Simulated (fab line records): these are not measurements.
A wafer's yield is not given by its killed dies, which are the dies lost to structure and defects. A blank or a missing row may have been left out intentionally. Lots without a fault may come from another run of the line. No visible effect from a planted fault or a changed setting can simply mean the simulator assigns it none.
A struck lot beside a sound one -- flow berkeley cmos170 -- 28 out of 331 route steps
Sound: the wafers L659.1, L659.2, L659.4. The struck wafers were L673.2, L673.4, L673.6. At the end, the cause is stated.
Each step with rows lists, per side, the tool, then ch with its chambers, then its first start. Under that, the readings that differ: sound wafers -- struck wafers -- difference of the means -- sigmas: that difference in standard deviations of wafers without a fault.
alike: words and numbers the same on both sides, and readings whose means are apart by under 2 such deviations; not compared: readings that were withheld, readings missing a value for some wafer, numbers with overlapping values and no deviation given by the record, and bounds like >300 which may hide the same value.
A row with sigmas, a row that says differs or no value, or rows on one side alone: a step with any of these is where the two part. When numbers do not overlap yet have no deviation, they are printed without sigmas and do not part them. A reading missing from all wafers of one side parts the sides only when that side holds two or more wafers.

UCB170_GATE_CD_MEAS_90: the cd target is 350 nm.
  sound: cd sem-01 at day 9 07:25; struck: cd sem-02 at day 12 06:04
  alike: cd nm
then, 7 steps without rows for these wafers: UCB170_GATE_CLEAN_17 (cleans in SPM, time 600 s); UCB170_PLDD_HMDS_00 (prime time 60 s); UCB170_PLDD_COAT_01 (resist thk 900 nm); UCB170_PLDD_SOFTBAKE_02 (time 60 s); UCB170_PLDD_EXPOSE_03 (exposes mask PSELECT, target cd 1200 nm); UCB170_PLDD_PEB_04; UCB170_PLDD_DEVELOP_05 (develop time 43.07 s).
UCB170_PLDD_CD_MEAS_06: the cd target is 1200 nm.
  sound: cd sem-01 at day 9 08:51; struck: cd sem-01 at day 12 09:14
  alike: cd nm
UCB170_PLDD_OVL_MEAS_07:
  sound: overlay-01 at day 9 08:58; struck: overlay-02 at day 12 09:21
  alike: PLDD_OVL
then, 2 steps without rows for these wafers: UCB170_PLDD_IMPLANT_08; UCB170_PLDD_IMPLANT_09.
UCB170_PLDD_STRIP_10: strips in O2.
  sound on plasma asher-04 ch 0,1, day 9 09:19; struck on plasma asher-04 ch 0,1, day 12 09:41
  no value came back on the struck wafers for chamber pressure mTorr (mTorr), drypump motor current A (A), oes product au (a.u.), strip time to endpoint s (s); on the sound wafers chamber pressure mTorr (mTorr) reads 3499 3502 3505
reading,sound,struck,difference,sigmas
model.KrF_of_PLDD_COAT_01.thk nm (nm),0 0 0,886 885.7 885.7,+886,
  not compared: rf hours counter h
UCB170_PLDD_TW_MEAS_11:
  sound: film metro-02 at day 9 09:25; struck: film metro-03 at day 12 09:47
reading,sound,struck,difference,sigmas
PLDD_TW,1007 1006 1003,983 989 994,-17,-3
then, 7 steps without rows for these wafers: UCB170_PLDD_CLEAN_12 (cleans in SPM, time 600 s); UCB170_NLDD_HMDS_00 (prime time 60 s); UCB170_NLDD_COAT_01 (resist thk 900 nm); UCB170_NLDD_SOFTBAKE_02 (time 60 s); UCB170_NLDD_EXPOSE_03 (exposes mask NSELECT, target cd 1200 nm); UCB170_NLDD_PEB_04; UCB170_NLDD_DEVELOP_05 (develop time 45 s).
UCB170_NLDD_CD_MEAS_06: the cd target is 1200 nm.
  sound: cd sem-01 at day 9 10:37; struck: cd sem-01 at day 12 11:24
  alike: cd nm
UCB170_NLDD_OVL_MEAS_07:
  sound: overlay-02 at day 9 10:44; struck: overlay-02 at day 12 11:31
  alike: NLDD_OVL
then, 2 steps without rows for these wafers: UCB170_NLDD_IMPLANT_08; UCB170_NLDD_IMPLANT_09.
UCB170_NLDD_STRIP_10: strips in O2.
  sound on plasma asher-02 ch 0,1, day 9 11:04; struck on plasma asher-02 ch 0,1, day 12 11:50
reading,sound,struck,difference,sigmas
strip time to endpoint s (s),21.65 21.62 21.58,47.84 47.84 47.85,+26.23,+99 or more
  alike: chamber pressure mTorr, drypump motor current A, oes product au
  not compared: rf hours counter h
UCB170_NLDD_TW_MEAS_11:
  sound: film metro-03 at day 9 11:10; struck: film metro-03 at day 12 11:57
reading,sound,struck,difference,sigmas
NLDD_TW,2179 2185 2175,29 29 29,-2151,-99 or more
then, 1 step without rows for these wafers: UCB170_NLDD_CLEAN_12 (cleans in SPM, time 600 s).

## WHERE THEY PART
Last at UCB170_NLDD_TW_MEAS_11 as far as this record goes, first at UCB170_PLDD_STRIP_10.

WHY: what the simulator had put in
Step skipped in full: plasma asher-04, at UCB170_PLDD_STRIP_10, from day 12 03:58 onward. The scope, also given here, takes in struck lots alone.
